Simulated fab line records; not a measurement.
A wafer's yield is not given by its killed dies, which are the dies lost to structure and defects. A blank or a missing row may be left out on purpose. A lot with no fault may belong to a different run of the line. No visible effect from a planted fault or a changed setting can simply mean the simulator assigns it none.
Which tool was responsible? + flow rit-cmos + 15 lots, 45 wafers sampled, at 2 steps of a route of 202

WHAT EACH GAUGE READ, for each wafer
No reading from a measuring or inspecting step in the record can be judged against a usual standard deviation.

EACH LOT AND THE TOOL THAT RAN IT (in order: tool; ch and the chambers of the sampled wafers; start)
| lot  | RIT_SPACER_CLEAN_00            | RIT_M1_PROBE_99        |
|------|--------------------------------|------------------------|
| L237 | wet-bench-04 ch 1, day 3 05:05 | -                      |
| L238 | wet-bench-01 ch 2, day 3 07:25 | -                      |
| L240 | wet-bench-04 ch 0, day 3 18:25 | -                      |
| L241 | wet-bench-01 ch 3, day 4 01:00 | -                      |
| L243 | wet-bench-01 ch 1, day 4 09:16 | -                      |
| L244 | wet-bench-04 ch 1, day 4 18:14 | -                      |
| L245 | wet-bench-01 ch 0, day 4 22:34 | -                      |
| L247 | wet-bench-01 ch 3, day 5 09:57 | -                      |
| L248 | wet-bench-03 ch 2, day 5 13:45 | -                      |
| L249 | wet-bench-03 ch 1, day 5 19:04 | prober-01, day 6 10:05 |
| L251 | wet-bench-01 ch 1, day 6 03:45 | -                      |
| L256 | wet-bench-04 ch 1, day 7 07:00 | prober-02, day 7 22:08 |
| L257 | wet-bench-03 ch 2, day 7 09:32 | -                      |
| L258 | wet-bench-03 ch 0, day 7 12:22 | -                      |
| L259 | wet-bench-01 ch 3, day 7 20:40 | -                      |
- RIT_SPACER_CLEAN_00: cleans in SC1, time 600 s.
- RIT_M1_PROBE_99

WHAT THE TOOLS THEMSELVES READ (means of the sampled wafers that have a number; where no wafer has one, the mark that the record gives instead)
RIT_SPACER_CLEAN_00. Usual: bath-guard-temp-C 75.1 C, standard deviation 0.41; bath-heat-duty-pct 16.1 %, standard deviation 1.8.
| lot  | tool         | bath-guard-temp-C (C) | bath-heat-duty-pct (%) | flag |
|------|--------------|-----------------------|------------------------|------|
| L237 | wet-bench-04 | 75.3                  | 16.8                   |      |
| L238 | wet-bench-01 | 75.6                  | 17.1                   |      |
| L240 | wet-bench-04 | 75.0                  | 19.3                   |      |
| L241 | wet-bench-01 | 75.5                  | 14.4                   |      |
| L243 | wet-bench-01 | 75.5                  | 16.0                   |      |
| L244 | wet-bench-04 | 75.3                  | 16.9                   |      |
| L245 | wet-bench-01 | 74.7                  | 13.2                   |      |
| L247 | wet-bench-01 | 75.4                  | 13.9                   |      |
| L248 | wet-bench-03 | 74.8                  | 15.7                   |      |
| L249 | wet-bench-03 | 75.3                  | 16.8                   |      |
| L251 | wet-bench-01 | 75.5                  | 16.3                   |      |
| L256 | wet-bench-04 | -                     | -                      | OFF  |
| L257 | wet-bench-03 | -                     | -                      | OFF  |
| L258 | wet-bench-03 | -                     | -                      | OFF  |
| L259 | wet-bench-01 | 75.5                  | 14.5                   |      |

RIT_M1_PROBE_99. Usual: killed-at-contacts 0.1, standard deviation 0.23; killed-at-front-end 6.7, standard deviation 2.7; killed-dies 6.7, standard deviation 2.7; killed-open 3.2, standard deviation 1.8; killed-short 3.5, standard deviation 1.9.
| lot  | tool      | killed-at-contacts | killed-at-front-end | killed-dies | killed-open | killed-short | flag |
|------|-----------|--------------------|---------------------|-------------|-------------|--------------|------|
| L249 | prober-01 | 0.0                | 6.7                 | 6.7         | 3.3         | 3.0          |      |
| L256 | prober-02 | 0.0                | 5.0                 | 5.0         | 1.0         | 4.0          |      |

THE ANSWER, worked out from the rows above alone
Rule: a lot is off if the mean of its wafers that have a number lies more than 3 standard deviations from the usual mean. Also off: a lot with no number at a reading for which 4 or more lots have one. All remaining lots with rows at the step are treated as sound. Order of review: gauges by route order, followed by the tools' own readings, for which a lot's mean as printed above is used. At the first step where some lot is off, the reading lying furthest off is the one used; lots without a number count as furthest.
Off at RIT_SPACER_CLEAN_00 (bath-guard-temp-C): L256, L257, L258. Without a number there: L256, L257, L258.
If a tool, at that step or one of the process steps before it, ran each lot that is off and ran no sound lot following the first of them, it fits. No candidate that was tried fits.

WHAT THE SIMULATOR PUT IN
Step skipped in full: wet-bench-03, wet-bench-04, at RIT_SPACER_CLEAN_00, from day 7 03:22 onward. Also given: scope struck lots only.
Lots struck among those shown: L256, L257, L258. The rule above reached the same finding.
